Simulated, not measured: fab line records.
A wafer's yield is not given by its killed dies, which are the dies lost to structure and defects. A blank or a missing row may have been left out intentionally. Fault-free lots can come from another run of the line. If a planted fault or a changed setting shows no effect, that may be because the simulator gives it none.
The tool behind it: which one? | flow berkeley cmos170 | Sampling: 14 lots, 42 wafers, 5 of 331 route steps

WHAT EACH GAUGE READ, for each wafer
UCB170_NWELL_THK_MEAS_02.
lot  | measured    | on            | NWELL_OXIDE_THK (nm)
L679 | day 1 23:00 | film metro-02 | 25.6 25.9 26.2
L680 | day 2 01:48 | film metro-01 | 26.5 25.9 26.0
L681 | day 2 05:50 | film metro-04 | 26.4 26.5 26.6
L683 | day 2 17:03 | film metro-02 | 26.6 26.9 26.6
L684 | day 2 23:41 | film metro-02 | 26.4 26.5 26.9
L686 | day 3 08:11 | film metro-02 | 26.2 26.2 26.1
L685 | day 3 08:13 | film metro-04 | 27.5 26.4 26.6
L687 | day 3 15:08 | film metro-04 | 25.6 26.3 25.7
L688 | day 4 02:29 | film metro-01 | 26.9 26.8 26.4
L690 | day 4 05:05 | film metro-01 | 26.4 26.5 26.4
L694 | day 5 06:31 | film metro-02 | 26.4 26.1 25.8
L695 | day 5 06:32 | film metro-04 | 25.5 24.9 24.9
L698 | day 5 19:04 | film metro-02 | 24.6 25.2 25.3
L702 | day 6 20:41 | film metro-04 | 27.5 27.4 27.2

UCB170_WELLDRIVE_THK_MEAS_02.
lot  | measured    | on            | WELLDRIVE_OXIDE_THK (nm)
L679 | day 3 08:22 | film metro-03 | 193 195 200
L680 | day 3 18:38 | film metro-04 | 194 193 195
L681 | day 3 18:38 | film metro-01 | 201 203 201
L683 | day 4 07:58 | film metro-04 | 199 202 200
L684 | day 4 13:34 | film metro-01 | 197 196 196
L686 | day 4 18:38 | film metro-04 | 202 201 199
L685 | day 5 05:22 | film metro-04 | 201 204 202
L687 | day 5 08:52 | film metro-03 | 200 201 204
L688 | day 5 15:16 | film metro-01 | 202 201 198
L690 | day 5 15:16 | film metro-04 | 199 197 199
L694 | day 6 22:54 | film metro-03 | 182 182 180
L695 | day 6 22:55 | film metro-01 | 175 177 176
L698 | day 7 10:17 | film metro-04 | 200 198 198
L702 | day 8 08:44 | film metro-03 | 201 199 200

UCB170_NLDD_CD_MEAS_06: the cd target is 1200 nm.
lot  | measured     | on        | cd nm (nm)
L679 | day 6 03:08  | cd sem-01 | 1199.1 1200.0 1199.2
L680 | day 6 11:34  | cd sem-01 | 1197.6 1197.4 1198.6
L681 | day 6 10:53  | cd sem-01 | 1198.4 1197.9 1199.0
L683 | day 6 21:30  | cd sem-02 | 1198.5 1197.8 1198.2
L684 | day 7 15:37  | cd sem-02 | 1199.6 1199.9 1198.5
L686 | day 7 21:51  | cd sem-01 | 1198.5 1199.5 1198.3
L685 | day 8 05:04  | cd sem-01 | 1202.7 1203.2 1203.1
L687 | day 8 05:26  | cd sem-01 | 1196.3 1197.5 1196.1
L688 | day 8 05:18  | cd sem-01 | 1199.4 1198.4 1195.9
L690 | day 8 04:48  | cd sem-01 | 1199.1 1199.3 1199.4
L694 | day 10 00:40 | cd sem-02 | 1198.5 1198.7 1197.1
L695 | day 10 01:06 | cd sem-01 | 1198.0 1199.5 1198.9
L698 | day 10 07:19 | cd sem-02 | 1198.4 1198.6 1198.1
L702 | day 11 02:30 | cd sem-02 | 1199.6 1200.0 1199.5

UCB170_M1_CD_MEAS_09: the cd target is 700 nm.
lot  | measured     | on        | cd nm (nm)
L679 | day 6 22:46  | cd sem-02 | 700.8 702.0 701.3
L680 | day 7 06:52  | cd sem-02 | 700.0 697.9 698.9
L681 | day 7 07:01  | cd sem-02 | 700.5 699.0 699.5
L683 | day 7 16:31  | cd sem-01 | 701.9 701.9 701.4
L684 | day 8 14:26  | cd sem-01 | 701.3 700.6 699.3
L686 | day 8 20:55  | cd sem-02 | 702.1 699.9 702.5
L685 | day 9 02:01  | cd sem-02 | 703.2 702.2 703.4
L687 | day 9 01:44  | cd sem-01 | 697.6 698.6 698.7
L688 | day 9 00:38  | cd sem-01 | 702.3 702.2 702.1
L690 | day 9 01:14  | cd sem-01 | 701.1 701.9 700.0
L694 | day 10 22:00 | cd sem-02 | 700.1 700.3 700.6
L695 | day 10 21:29 | cd sem-02 | 701.0 699.5 700.7
L698 | day 11 05:13 | cd sem-02 | 699.6 699.4 699.3
L702 | day 11 22:10 | cd sem-01 | 701.0 701.4 701.6

WHICH TOOL RAN EACH LOT (tool, then ch and the chambers of the sampled wafers, then the start)
lot  | UCB170_WELLDRIVE_OXIDATION_01
L679 | furnace-03 ch 0, day 3 04:51
L680 | furnace-03 ch 0, day 3 15:08
L681 | furnace-03 ch 0, day 3 15:08
L683 | furnace-02 ch 0, day 4 04:28
L684 | furnace-01 ch 0, day 4 10:04
L686 | furnace-03 ch 0, day 4 15:00
L685 | furnace-01 ch 0, day 5 01:51
L687 | furnace-01 ch 0, day 5 05:21
L688 | furnace-01 ch 0, day 5 11:46
L690 | furnace-01 ch 0, day 5 11:46
L694 | furnace-01 ch 0, day 6 19:24
L695 | furnace-01 ch 0, day 6 19:24
L698 | furnace-03 ch 0, day 7 06:47
L702 | furnace-02 ch 0, day 8 05:14
- UCB170_WELLDRIVE_OXIDATION_01: target thk 199 nm, ox time 9000 s.

WHAT THE TOOLS THEMSELVES READ (means of the sampled wafers that have a number; where no wafer has one, the mark that the record gives instead)
UCB170_WELLDRIVE_OXIDATION_01.
lot  | tool       | spike tc centre C (C)
L679 | furnace-03 | 1103.7
L680 | furnace-03 | 1103.5
L681 | furnace-03 | 1102.7
L683 | furnace-02 | 1103.2
L684 | furnace-01 | 1101.6
L686 | furnace-03 | 1102.8
L685 | furnace-01 | 1102.0
L687 | furnace-01 | 1101.3
L688 | furnace-01 | 1102.2
L690 | furnace-01 | 1101.2
L694 | furnace-01 | 1102.5
L695 | furnace-01 | 1102.3
L698 | furnace-03 | 1103.9
L702 | furnace-02 | 1103.2

THE ANSWER, worked out from the rows above alone
Rule: the lots themselves supply what counts as usual. The widest of any qualifying gaps counts: lots, ordered by their means at a reading, are off when they make up no more than a third of the lots, leave a main group of 4 or more, and stand apart from it by 3 or more times the standard deviation of that group's means. The tables above print the reading to a certain number of digits; a main group whose means all agree to those digits is not used. A lot without any number at a reading at which 4 lots or more have one is off too. Any other lot the step has rows for is counted as sound. After the gauges, taken in route order, come the tools' own readings; for these a lot's mean is taken, as printed above. The first step at which some lot is off is used, and at that step the reading that is off furthest; a lot without a number counts as furthest.
Off: L694, L695, seen at UCB170_WELLDRIVE_THK_MEAS_02 (WELLDRIVE_OXIDE_THK). The main group has a mean of 199 nm with a standard deviation of 2.5.
A tool fits if, at a process step before that reading, it ran every lot that is off, and no sound lot after the first of them. The gauges at UCB170_WELLDRIVE_THK_MEAS_02 are tried like those tools. One fits: UCB170_WELLDRIVE_OXIDATION_01 on furnace-01. Its last sound lot is L688 (day 5 11:46), its first lot that is off L694 (day 6 19:24): a fault that began between those two fits.

WHAT THE SIMULATOR HAD PUT IN
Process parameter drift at UCB170_WELLDRIVE_OXIDATION_01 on furnace-01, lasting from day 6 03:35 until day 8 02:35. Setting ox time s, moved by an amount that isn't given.
Struck lots among those shown: L694, L695. The rule above reached the same finding.
